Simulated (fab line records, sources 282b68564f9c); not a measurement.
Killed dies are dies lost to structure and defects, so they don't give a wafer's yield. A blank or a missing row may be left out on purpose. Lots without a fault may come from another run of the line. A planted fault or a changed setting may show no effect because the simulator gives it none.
Split-lot experiment | flow rit_cmos | 5 lots, 23 wafers read, on a route of 202 steps

THE SPLIT
At RIT_SILICIDE_SPUTTER_01 (material Ti, target thk 30 nm, time 240 s), the setting time_s was moved away from the recipe's 240 s on 4 of the 23 wafers read, by +4.2% to +10.9%. The other wafers ran this setting at the recipe's value.

FROM THE SPLIT TO THE READING: what the file shows between them, 1 step
- RIT_SILICIDE_RS_MEAS_02: measures by four-point-probe

THE READING
SILICIDE_TI_THK, in nm, at RIT_SILICIDE_THK_MEAS_03 (measures by xrf). Fault-free wafers of this fab line usually give 31.0 nm, standard deviation 0.4 nm.

wafer  | tool, chamber at the split | time_s as run, s | against the recipe | SILICIDE_TI_THK, nm | against lot-mates on the recipe
L075.1 | pvd_sputter-03, -          | 240              | recipe             | 30.0                | -
L075.2 | pvd_sputter-03, -          | 240              | recipe             | 30.5                | -
L075.3 | pvd_sputter-03, -          | 240              | recipe             | 30.5                | -
L075.4 | pvd_sputter-03, -          | 240              | recipe             | 30.7                | -
L075.5 | pvd_sputter-03, -          | 240              | recipe             | 30.1                | -
L074.1 | pvd_sputter-04, -          | 240              | recipe             | 31.2                | -
L074.2 | pvd_sputter-04, -          | 240              | recipe             | 30.9                | -
L074.3 | pvd_sputter-04, -          | 240              | recipe             | 31.7                | -
L074.4 | pvd_sputter-04, -          | 240              | recipe             | 31.3                | -
L074.5 | pvd_sputter-04, -          | 240              | recipe             | 30.7                | -
L077.1 | pvd_sputter-01, -          | 240              | recipe             | 30.5                | -
L077.2 | pvd_sputter-01, -          | 266.2            | +10.9%             | 33.5                | +3.0
L077.4 | pvd_sputter-01, -          | 266.2            | +10.9%             | 33.6                | +3.1
L077.5 | pvd_sputter-01, -          | 240              | recipe             | 30.2                | -
L077.6 | pvd_sputter-01, -          | 240              | recipe             | 30.7                | -
L078.1 | pvd_sputter-03, -          | 240              | recipe             | 31.3                | -
L078.2 | pvd_sputter-03, -          | 250              | +4.2%              | 31.9                | +0.9
L078.3 | pvd_sputter-03, -          | 250              | +4.2%              | 32.0                | +1.0
L078.4 | pvd_sputter-03, -          | 240              | recipe             | 31.2                | -
L078.5 | pvd_sputter-03, -          | 240              | recipe             | 30.5                | -
L085.4 | pvd_sputter-03, -          | 240              | recipe             | 31.5                | -
L085.5 | pvd_sputter-03, -          | 240              | recipe             | 31.2                | -
L085.6 | pvd_sputter-03, -          | 240              | recipe             | 30.9                | -

THE FIT
A straight line over all 23 wafers: SILICIDE_TI_THK changes by +0.252 nm for each +1% of time_s; r = +0.88; the points scatter about the line by 0.45 nm.
The same after taking each lot's own level away (the mean of its wafers on the recipe; 23 wafers): +0.277 nm for each +1%; r = +0.95; scatter 0.29 nm.
On that fit, the largest move of time_s shifts the reading by 3 nm.
The lots' own levels span 30.36 to 31.20 nm, that is 2.1 times the standard deviation above.
So the lot-to-lot level changes the slope little: the two slopes agree.
Check: with one of the wafers moved furthest among these (+10.9%) left out of the fit, the line predicts +2.99 nm for it against its lot-mates. It came out at +3.03 nm against them.

OTHER SPLITS ON THESE WAFERS
These wafers also went through other splits before the reading. Each is held against what the fit with the lots' levels taken away leaves over:
other split on the same wafers     | wafers away from the commonest value | r with SILICIDE_TI_THK (lot level and that fit taken away)
RIT_GATE_CVD_08 pressure_mtorr     | 15                                   | -0.05
RIT_GATE_DEVELOP_15 develop_time_s | 4                                    | -0.04
RIT_REOX_CLEAN_00 time_s           | 10                                   | -0.06
RIT_PLDD_COAT_01 resist_thk_nm     | 6                                    | -0.19
RIT_NSD_COAT_01 resist_thk_nm      | 7                                    | +0.20
RIT_NSD_IMPLANT_08 dose_cm2        | 9                                    | +0.26
RIT_SDANNEAL_CLEAN_02 time_s       | 15                                   | -0.06

THE WHOLE CHAIN: every reading that the file lists as answering this split, in the file's order
step                     | what it does                              | reading                                                                           | change (the file's fit)               | r (the file's)
RIT_SILICIDE_SPUTTER_01  | material Ti, target thk 30 nm, time 240 s | Ti_of_SILICIDE_SPUTTER_01.thk_nm (the simulator's own value, which no gauge read) | +0.275 nm for each +1% of the setting | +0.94
RIT_SILICIDE_RS_MEAS_02  | measures by four-point-probe              | SILICIDE_TI_RS                                                                    | -0.517 for each +1% of the setting    | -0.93
RIT_SILICIDE_THK_MEAS_03 | measures by xrf                           | SILICIDE_TI_THK                                                                   | +0.277 for each +1% of the setting    | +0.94

THE FILE'S OWN FIT
SILICIDE_TI_THK changes by +0.277 nm for each +1% of time_s, r = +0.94.
